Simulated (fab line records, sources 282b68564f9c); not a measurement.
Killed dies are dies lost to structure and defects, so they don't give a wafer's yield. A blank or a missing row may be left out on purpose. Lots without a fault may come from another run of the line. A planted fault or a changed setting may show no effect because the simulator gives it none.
A struck lot beside a sound one | flow rit_cmos | 39 steps out of a route of 202
Sound: wafers L719.4, L719.5, L719.6. Struck: wafers L734.3, L734.4, L734.6. The cause comes at the end.
At each step with rows: each side's tool, then ch and its chambers, then its first start. Under that, the readings that differ: sound wafers | struck wafers | difference of the means | sigmas: that difference in standard deviations of wafers without a fault.
alike: readings whose means differ by less than 2 such deviations, and words and numbers that are the same on both sides. not compared: withheld readings, readings that some wafer has no value for, bounds like >300 that may hide the same value, and numbers for which the record gives no deviation and whose values overlap.
The two part at a step that has a row with sigmas, a row that says differs or no value, or rows on one side only. Numbers that don't overlap but have no deviation are shown without sigmas and don't part them. A reading that every wafer of one side lacks parts them only if that side has two wafers or more.

first, 3 steps without rows for these wafers: RIT_GATE_EXPOSE_13 (exposes mask M6, target cd 150 nm); RIT_GATE_PEB_14; RIT_GATE_DEVELOP_15 (develop time 50 s).
RIT_GATE_CD_MEAS_16: target cd 150 nm.
  sound on cd_sem-02, day 3 21:19; struck on cd_sem-02, day 6 19:27
  alike: cd_nm
RIT_GATE_OVL_MEAS_17:
  sound on overlay-01, day 3 21:23; struck on overlay-01, day 6 19:32
  alike: GATE_OVL
then, 1 step without rows for these wafers: RIT_GATE_HARDBAKE_18 (time 60 s).
RIT_GATE_ETCH_19: etches poly-Si in SF6/CHF3/O2, stops on SiO2, time 165 s, target depth 312.5 nm.
  sound on rie_si-01 ch 0,3, day 3 21:34; struck on rie_si-02 ch 0,1,2, day 6 19:43
  reading               | sound             | struck            | difference | sigmas
  oes_product_au (a.u.) | 0.848 0.836 0.845 | 0.858 0.869 0.863 | +0.020     | +2
  alike: drypump_motor_current_A, throttle_valve_pct
  not compared: rf_hours_counter_h
RIT_GATE_STRIP_20: strips in O2, time 180 s.
  sound on plasma_asher-02 ch 0,1, day 3 21:43; struck on plasma_asher-02 ch 0,1, day 6 19:53
  alike: drypump_motor_current_A, o2_flow_sccm, rf_refl_power_W
  not compared: rf_hours_counter_h
RIT_GATE_CD_MEAS_90: target cd 150 nm.
  sound on cd_sem-01, day 3 21:54; struck on cd_sem-01, day 6 20:02
  alike: cd_nm
then, 3 steps without rows for these wafers: RIT_REOX_CLEAN_00 (cleans in SC1, time 600 s); RIT_REOX_CLEAN_01 (cleans in dHF, time 30 s); RIT_REOX_CLEAN_02 (cleans in SC2, time 583.4 s).
RIT_REOX_OXIDATION_03: target thk 25.2 nm, ox time 5580 s.
  sound on furnace-01 ch 0, day 3 22:20; struck on furnace-01 ch 0, day 6 20:50
  reading                                     | sound                | struck               | difference | sigmas
  spike_tc_centre_C (C)                       | 902.8 902.4 901.6    | 922.0 924.4 922.4    | +20.7      | +21
  spike_tc_load_C (C)                         | 919 920 921          | 938 939 939          | +19        | +6
  spike_tc_source_C (C)                       | 926.1 924.0 924.7    | 943.2 945.5 944.8    | +19.6      | +15
  tube_center_temp_C (C)                      | 899.94 899.92 900.07 | 920.01 919.94 919.96 | +19.99     | +99 or more
  tube_center_temp_C_max                      | 902.5 902.2 902.3    | 922.7 922.3 922.6    | +20.2      | +49
  model.SiO2_of_REOX_OXIDATION_03.thk_nm (nm) | 26.18 25.6 25.74     | 30.91 30.43 30.28    | +4.70      |
RIT_REOX_THK_MEAS_04:
  sound on film_metro-02, day 4 00:55; struck on film_metro-03, day 6 23:25
  reading             | sound          | struck         | difference | sigmas
  REOX_OXIDE_THK (nm) | 26.2 25.6 25.8 | 30.9 30.4 30.3 | +4.7       | +11
then, 6 steps without rows for these wafers: RIT_NLDD_HMDS_00 (prime time 60 s); RIT_NLDD_COAT_01 (resist thk 1000 nm); RIT_NLDD_SOFTBAKE_02 (time 60 s); RIT_NLDD_EXPOSE_03 (exposes mask M7, target cd 40700 nm); RIT_NLDD_PEB_04; RIT_NLDD_DEVELOP_05 (develop time 50 s).
RIT_NLDD_OVL_MEAS_06:
  sound on overlay-02, day 4 01:49; struck on overlay-02, day 7 00:26
  alike: NLDD_OVL
then, 2 steps without rows for these wafers: RIT_NLDD_HARDBAKE_07 (time 60 s); RIT_NLDD_IMPLANT_08.
RIT_NLDD_STRIP_09: strips in O2, time 180 s.
  sound on plasma_asher-01 ch 0,1, day 4 02:25; struck on plasma_asher-03 ch 0,1, day 7 00:49
  alike: drypump_motor_current_A, o2_flow_sccm, rf_refl_power_W
  not compared: rf_hours_counter_h
RIT_NLDD_TW_MEAS_10:
  sound on film_metro-03, day 4 02:34; struck on film_metro-03, day 7 00:57
  alike: NLDD_TW
then, 6 steps without rows for these wafers: RIT_PLDD_HMDS_00 (prime time 60 s); RIT_PLDD_COAT_01 (resist thk 1000 nm); RIT_PLDD_SOFTBAKE_02 (time 60 s); RIT_PLDD_EXPOSE_03 (exposes mask M8, target cd 40900 nm); RIT_PLDD_PEB_04; RIT_PLDD_DEVELOP_05 (develop time 50 s).
RIT_PLDD_OVL_MEAS_06:
  sound on overlay-01, day 4 03:28; struck on overlay-01, day 7 01:51
  alike: PLDD_OVL
then, 2 steps without rows for these wafers: RIT_PLDD_HARDBAKE_07 (time 60 s); RIT_PLDD_IMPLANT_08.
RIT_PLDD_STRIP_09: strips in O2, time 180 s.
  sound on plasma_asher-03 ch 0,1, day 4 03:50; struck on plasma_asher-03 ch 0,1, day 7 02:14
  alike: drypump_motor_current_A, o2_flow_sccm, rf_refl_power_W
  not compared: rf_hours_counter_h
RIT_PLDD_TW_MEAS_10:
  sound on film_metro-02, day 4 03:59; struck on film_metro-02, day 7 02:22
  alike: PLDD_TW
RIT_SPACER_CLEAN_00: cleans in SC1, time 623.6 s.
  sound on wet_bench-02 ch 2, day 4 04:01; struck on wet_bench-03 ch 0, day 7 02:25
  reading                                     | sound             | struck            | difference | sigmas
  bath_guard_temp_C (C)                       | 76.0 76.8 76.4    | 73.8 73.8 73.9    | -2.6       | -3
  model.SiO2_of_REOX_OXIDATION_03.thk_nm (nm) | 24.09 23.55 23.69 | 28.42 27.97 27.84 | +4.30      |
  alike: temp_c
then, 1 step without rows for these wafers: RIT_SPACER_CLEAN_01 (cleans in dHF, time 30 s).
RIT_M1_PROBE_99:
  sound on prober-02, day 4 17:32; struck on prober-01, day 7 16:08
  reading                             | sound             | struck            | difference | sigmas
  model.etest.pmos_turned.r_on_ohm_um | 3692 3481 3560    | 5646 5279 5160    | +1784      |
  model.etest.pmos_0p3.r_on_ohm_um    | 6492 6278 6264    | 7317 7281 7177    | +914       |
  model.etest.pmos_0p15.r_on_ohm_um   | 2905 2802 2795    | 3664 3566 3562    | +763       |
  model.etest.pldd.rs_ohm_sq          | 571 536 538.9     | 962.1 899.6 883.6 | +366.5     |
  model.etest.nmos_0p3.r_on_ohm_um    | 2218 2150 2161    | 2454 2449 2414    | +263       |
  model.etest.nmos_0p15.r_on_ohm_um   | 1174 1130 1176    | 1397 1378 1369    | +221       |
  model.etest.nmos_turned.drive_ua_um | 288 314.2 297.9   | 168 182.6 186.8   | -121       |
  model.etest.nldd.rs_ohm_sq          | 415.5 397.4 398.1 | 531.2 517.4 509.6 | +115.7     |
  alike: killed_at_contacts, killed_at_front_end, killed_dies, killed_on_rim, killed_open, killed_short

WHERE THEY PART
First at RIT_GATE_ETCH_19; last, within this record, at RIT_SPACER_CLEAN_00. Later steps at which nothing parts them and some readings are alike: RIT_M1_PROBE_99.

WHY: what the simulator had put in
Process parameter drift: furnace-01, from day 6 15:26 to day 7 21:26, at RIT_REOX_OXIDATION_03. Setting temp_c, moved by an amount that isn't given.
